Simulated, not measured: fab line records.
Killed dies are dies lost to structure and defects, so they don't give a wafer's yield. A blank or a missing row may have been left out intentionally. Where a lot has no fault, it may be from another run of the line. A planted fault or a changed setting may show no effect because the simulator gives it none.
Which tool is to blame? | flow ritCmos | 45 wafers from 15 lots sampled at 2 of the route's 202 steps

## WHAT THE GAUGES SHOWED, per wafer
Not one reading of a measure or inspect step in the record can be checked against a usual standard deviation.

## WHAT TOOL EACH LOT RAN ON (gives the tool, then ch and the chambers of the sampled wafers, and finally the start)
lot  | RIT_CONTACT_CLEAN_13          | RIT_M1_PROBE_99
L166 | wetBench-02 ch 1, day 3 10:19 | prober-02, day 3 14:41
L167 | wetBench-01 ch 3, day 3 14:11 | prober-01, day 3 18:37
L170 | wetBench-03 ch 1, day 4 05:01 | prober-02, day 4 09:34
L171 | wetBench-01 ch 2, day 4 10:37 | prober-01, day 4 15:02
L172 | wetBench-03 ch 2, day 4 15:17 | prober-02, day 4 19:47
L173 | wetBench-02 ch 3, day 4 20:56 | prober-01, day 5 01:27
L175 | wetBench-02 ch 3, day 5 06:26 | prober-01, day 5 11:14
L176 | wetBench-02 ch 2, day 5 11:01 | prober-02, day 5 15:36
L177 | wetBench-03 ch 2, day 5 17:38 | prober-01, day 5 22:40
L179 | wetBench-02 ch 3, day 6 02:47 | prober-01, day 6 08:26
L180 | wetBench-03 ch 2, day 6 06:47 | prober-02, day 6 11:15
L181 | wetBench-02 ch 2, day 6 11:56 | prober-01, day 6 16:22
L183 | wetBench-02 ch 0, day 6 22:56 | prober-01, day 7 04:43
L184 | wetBench-03 ch 0, day 7 03:06 | prober-02, day 7 07:37
L187 | wetBench-02 ch 1, day 7 20:47 | prober-01, day 8 01:29
- RIT_CONTACT_CLEAN_13: cleans in SC1, time 600 s.
- RIT_M1_PROBE_99

## AS READ BY THE TOOLS THEMSELVES (means over the sampled wafers that have a number; for cases with no such wafer, the mark the record gives instead)
RIT_M1_PROBE_99. Usual: killedAtContacts 0.1, standard deviation 0.26; killedAtFrontEnd 7.5, standard deviation 2.8; killedDies 7.6, standard deviation 2.8; killedOnRim 2.0, standard deviation 1.6; killedOpen 3.9, standard deviation 2.1; killedShort 3.7, standard deviation 1.7.
lot  | tool      | killedAtContacts | killedAtFrontEnd | killedDies | killedOnRim | killedOpen | killedShort | flag
L166 | prober-02 | 0.0              | 9.3              | 9.3        | 4.7         | 3.0        | 6.3         | 
L167 | prober-01 | 0.0              | 7.7              | 7.7        | 2.0         | 4.0        | 3.7         | 
L170 | prober-02 | 0.0              | 8.3              | 8.3        | 2.3         | 5.3        | 3.0         | 
L171 | prober-01 | 0.0              | 6.7              | 6.7        | 1.7         | 2.7        | 3.3         | 
L172 | prober-02 | 0.3              | 8.3              | 8.7        | 1.3         | 4.0        | 4.7         | 
L173 | prober-01 | 0.0              | 7.0              | 7.0        | 2.7         | 4.3        | 2.7         | 
L175 | prober-01 | 0.7              | 6.3              | 7.0        | 1.3         | 3.7        | 3.3         | 
L176 | prober-02 | 0.0              | 7.0              | 7.0        | 2.0         | 4.3        | 2.7         | 
L177 | prober-01 | 0.0              | 9.0              | 9.0        | 3.0         | 4.7        | 4.3         | 
L179 | prober-01 | 0.0              | 4.7              | 4.7        | 1.7         | 2.0        | 2.7         | 
L180 | prober-02 | 0.0              | 7.7              | 7.7        | 3.7         | 4.0        | 3.7         | 
L181 | prober-01 | 18.0             | 4.3              | 22.3       | 10.3        | 2.7        | 1.7         | OFF
L183 | prober-01 | 36.3             | 5.3              | 41.7       | 1.7         | 3.7        | 1.7         | OFF
L184 | prober-02 | 0.0              | 8.3              | 8.3        | 2.7         | 4.0        | 4.3         | 
L187 | prober-01 | 25.0             | 8.3              | 33.3       | 11.3        | 4.7        | 2.7         | OFF

## THE ANSWER, worked out from the rows above alone
Rule: lot off if the mean of its wafers having a number is beyond 3 standard deviations from the usual mean. Also off: a lot with no number at a reading for which 4 or more lots have one. All remaining lots with rows at the step are treated as sound. First the gauges in route order, then the tools' own readings, where a lot's mean is used as printed above. At the first step where some lot is off, the reading lying furthest off is the one used; lots without a number count as furthest.
Off at RIT_M1_PROBE_99 (killedAtContacts): L181, L183, L187.
If a tool, at that step or one of the process steps before it, ran each lot that is off and ran no sound lot following the first of them, it fits. 2 tools fit, wetBench-02 at RIT_CONTACT_CLEAN_13 and prober-01 at RIT_M1_PROBE_99, so this cannot tell which one it is.

## WHAT THE SIMULATOR HAD PUT IN
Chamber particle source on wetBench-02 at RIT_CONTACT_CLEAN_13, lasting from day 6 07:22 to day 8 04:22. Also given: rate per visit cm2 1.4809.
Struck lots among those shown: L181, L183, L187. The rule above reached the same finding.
